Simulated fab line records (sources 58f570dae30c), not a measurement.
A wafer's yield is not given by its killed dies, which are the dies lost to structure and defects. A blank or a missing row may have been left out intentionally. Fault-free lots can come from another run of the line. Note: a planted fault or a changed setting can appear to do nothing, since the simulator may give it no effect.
Which tool is to blame? :: flow berkeley_cmos170 :: 42 wafers from 14 lots sampled at 4 of the route's 331 steps

## WHAT THE GAUGES SHOWED, per wafer
UCB170_V2_THK_MEAS_01.
lot: L271
measured: day 9 02:43
on: film_metro-03
V2_TEOS_THK (nm): 1962 2018 2004

lot: L272
measured: day 9 04:05
on: film_metro-02
V2_TEOS_THK (nm): 1938 2044 2017

lot: L273
measured: day 9 12:50
on: film_metro-01
V2_TEOS_THK (nm): 1978 1979 1970

lot: L275
measured: day 10 16:07
on: film_metro-01
V2_TEOS_THK (nm): 2029 2009 1982

lot: L276
measured: day 10 16:21
on: film_metro-02
V2_TEOS_THK (nm): 1960 1979 2011

lot: L277
measured: day 10 16:34
on: film_metro-03
V2_TEOS_THK (nm): 1989 1986 2017

lot: L278
measured: day 10 16:49
on: film_metro-03
V2_TEOS_THK (nm): 1955 1952 1987

lot: L279
measured: day 11 03:00
on: film_metro-03
V2_TEOS_THK (nm): 1938 1974 1972

lot: L282
measured: day 11 20:35
on: film_metro-02
V2_TEOS_THK (nm): 1986 1996 2015

lot: L285
measured: day 12 07:07
on: film_metro-01
V2_TEOS_THK (nm): 1968 2017 2036

lot: L291
measured: day 14 00:52
on: film_metro-01
V2_TEOS_THK (nm): 1961 1987 1956

lot: L292
measured: day 14 07:50
on: film_metro-01
V2_TEOS_THK (nm): 1956 1971 2005

UCB170_V2_BOW_MEAS_03.
lot: L271
measured: day 9 03:05
on: film_metro-02
V2_BOW (um): 40 40 40

lot: L272
measured: day 9 04:26
on: film_metro-03
V2_BOW (um): 39 43 37

lot: L273
measured: day 9 13:11
on: film_metro-02
V2_BOW (um): 38 39 30

lot: L275
measured: day 10 16:31
on: film_metro-02
V2_BOW (um): 45 39 31

lot: L276
measured: day 10 16:44
on: film_metro-02
V2_BOW (um): 30 38 25

lot: L277
measured: day 10 16:56
on: film_metro-01
V2_BOW (um): 39 31 42

lot: L278
measured: day 10 17:14
on: film_metro-03
V2_BOW (um): 23 28 30

lot: L279
measured: day 11 03:22
on: film_metro-03
V2_BOW (um): 30 27 27

lot: L282
measured: day 11 20:58
on: film_metro-01
V2_BOW (um): 42 45 35

lot: L285
measured: day 12 07:29
on: film_metro-02
V2_BOW (um): 37 35 27

lot: L291
measured: day 14 01:14
on: film_metro-01
V2_BOW (um): 34 37 37

lot: L292
measured: day 14 09:47
on: film_metro-02
V2_BOW (um): 37 38 27

## WHICH TOOL RAN EACH LOT (tool, then ch and the chambers of the sampled wafers, then the start)
lot: L271
UCB170_M2_EXPOSE_12: krf_scanner-01 ch 0, day 9 01:34
UCB170_V2_CMP_02: cmp-02 ch 1,3, day 9 02:47

lot: L272
UCB170_M2_EXPOSE_12: krf_scanner-02 ch 0, day 9 02:55
UCB170_V2_CMP_02: cmp-01 ch 0,3, day 9 04:08

lot: L273
UCB170_M2_EXPOSE_12: krf_scanner-01 ch 0, day 9 11:29
UCB170_V2_CMP_02: cmp-01 ch 2,3, day 9 12:53

lot: L275
UCB170_M2_EXPOSE_12: krf_scanner-02 ch 0, day 10 14:58
UCB170_V2_CMP_02: cmp-01 ch 0,1, day 10 16:12

lot: L276
UCB170_M2_EXPOSE_12: krf_scanner-01 ch 0, day 10 15:13
UCB170_V2_CMP_02: cmp-02 ch 0,3, day 10 16:23

lot: L277
UCB170_M2_EXPOSE_12: krf_scanner-02 ch 0, day 10 15:25
UCB170_V2_CMP_02: cmp-01 ch 0,1,2, day 10 16:41

lot: L278
UCB170_M2_EXPOSE_12: krf_scanner-01 ch 0, day 10 15:40
UCB170_V2_CMP_02: cmp-01 ch 1,2, day 10 16:56

lot: L279
UCB170_M2_EXPOSE_12: krf_scanner-01 ch 0, day 11 01:08
UCB170_V2_CMP_02: cmp-02 ch 0,3, day 11 03:04

lot: L281
UCB170_M2_EXPOSE_12: krf_scanner-02, day 11 16:12
UCB170_V2_CMP_02: -

lot: L283
UCB170_M2_EXPOSE_12: krf_scanner-01, day 11 17:55
UCB170_V2_CMP_02: -

lot: L282
UCB170_M2_EXPOSE_12: krf_scanner-02 ch 0, day 11 19:07
UCB170_V2_CMP_02: cmp-02 ch 1,2,3, day 11 20:43

lot: L285
UCB170_M2_EXPOSE_12: krf_scanner-02 ch 0, day 12 05:58
UCB170_V2_CMP_02: cmp-02 ch 0,2,3, day 12 07:16

lot: L291
UCB170_M2_EXPOSE_12: krf_scanner-01 ch 0, day 13 23:43
UCB170_V2_CMP_02: cmp-02 ch 1,2,3, day 14 00:56

lot: L292
UCB170_M2_EXPOSE_12: krf_scanner-01 ch 0, day 14 06:41
UCB170_V2_CMP_02: cmp-02 ch 0,2,3, day 14 09:32
- UCB170_M2_EXPOSE_12: exposes mask METAL2, target cd 700 nm.
- UCB170_V2_CMP_02: polishes SiO2.

## AS READ BY THE TOOLS THEMSELVES (means over the sampled wafers that have a number; for cases with no such wafer, the mark the record gives instead)
UCB170_M2_EXPOSE_12.
lot: L271
tool: krf_scanner-01
exposure_dose_mJ_cm2: 26.07
focus_offset_nm (nm): 0.1
stage_vel_mm_s (mm/s): 499.95

lot: L272
tool: krf_scanner-02
exposure_dose_mJ_cm2: 26.05
focus_offset_nm (nm): -0.2
stage_vel_mm_s (mm/s): 499.99

lot: L273
tool: krf_scanner-01
exposure_dose_mJ_cm2: 26.07
focus_offset_nm (nm): 0.1
stage_vel_mm_s (mm/s): 500.08

lot: L275
tool: krf_scanner-02
exposure_dose_mJ_cm2: 26.05
focus_offset_nm (nm): 0.1
stage_vel_mm_s (mm/s): 500.00

lot: L276
tool: krf_scanner-01
exposure_dose_mJ_cm2: 26.01
focus_offset_nm (nm): -0.5
stage_vel_mm_s (mm/s): 500.23

lot: L277
tool: krf_scanner-02
exposure_dose_mJ_cm2: 26.03
focus_offset_nm (nm): 0.3
stage_vel_mm_s (mm/s): 500.06

lot: L278
tool: krf_scanner-01
exposure_dose_mJ_cm2: 26.07
focus_offset_nm (nm): -0.4
stage_vel_mm_s (mm/s): 500.34

lot: L279
tool: krf_scanner-01
exposure_dose_mJ_cm2: 26.05
focus_offset_nm (nm): 0.2
stage_vel_mm_s (mm/s): 500.20

lot: L281
tool: krf_scanner-02
exposure_dose_mJ_cm2: -
focus_offset_nm (nm): -
stage_vel_mm_s (mm/s): -

lot: L283
tool: krf_scanner-01
exposure_dose_mJ_cm2: -
focus_offset_nm (nm): -
stage_vel_mm_s (mm/s): -

lot: L282
tool: krf_scanner-02
exposure_dose_mJ_cm2: 26.02
focus_offset_nm (nm): 0.3
stage_vel_mm_s (mm/s): 499.94

lot: L285
tool: krf_scanner-02
exposure_dose_mJ_cm2: 26.07
focus_offset_nm (nm): -0.1
stage_vel_mm_s (mm/s): 499.82

lot: L291
tool: krf_scanner-01
exposure_dose_mJ_cm2: 26.04
focus_offset_nm (nm): 0.0
stage_vel_mm_s (mm/s): 499.76

lot: L292
tool: krf_scanner-01
exposure_dose_mJ_cm2: 26.06
focus_offset_nm (nm): -0.4
stage_vel_mm_s (mm/s): 500.07

UCB170_V2_CMP_02.
lot: L271
tool: cmp-02
motor_current_A (A): 15.3

lot: L272
tool: cmp-01
motor_current_A (A): 16.9

lot: L273
tool: cmp-01
motor_current_A (A): 18.9

lot: L275
tool: cmp-01
motor_current_A (A): 14.5

lot: L276
tool: cmp-02
motor_current_A (A): 15.0

lot: L277
tool: cmp-01
motor_current_A (A): 16.1

lot: L278
tool: cmp-01
motor_current_A (A): 16.6

lot: L279
tool: cmp-02
motor_current_A (A): 15.2

lot: L282
tool: cmp-02
motor_current_A (A): 15.3

lot: L285
tool: cmp-02
motor_current_A (A): 16.1

lot: L291
tool: cmp-02
motor_current_A (A): 15.8

lot: L292
tool: cmp-02
motor_current_A (A): 16.6

## THE ANSWER, worked out from the rows above alone
Rule: the lots themselves supply what counts as usual. The widest of any qualifying gaps counts: lots, ordered by their means at a reading, are off when they make up no more than a third of the lots, leave a main group of 4 or more, and stand apart from it by 3 or more times the standard deviation of that group's means. The tables above print the reading to a certain number of digits; a main group whose means all agree to those digits is not used. A lot without any number at a reading at which 4 lots or more have one is off too. Where the step has rows for the other lots, those lots are counted as sound. Order of review: gauges by route order, followed by the tools' own readings, for which a lot's mean as printed above is used. The first step at which some lot is off is used, and at that step the reading that is off furthest; a lot without a number counts as furthest.
Off, at UCB170_M2_EXPOSE_12 on exposure_dose_mJ_cm2: L281, L283. Without a number there: L281, L283. The main group: mean 26.05, standard deviation 0.02.
A tool fits if, at that step or a process step before it, it ran every lot that is off, and no sound lot after the first of them. No candidate that was tried fits.

## WHAT THE SIMULATOR PUT IN
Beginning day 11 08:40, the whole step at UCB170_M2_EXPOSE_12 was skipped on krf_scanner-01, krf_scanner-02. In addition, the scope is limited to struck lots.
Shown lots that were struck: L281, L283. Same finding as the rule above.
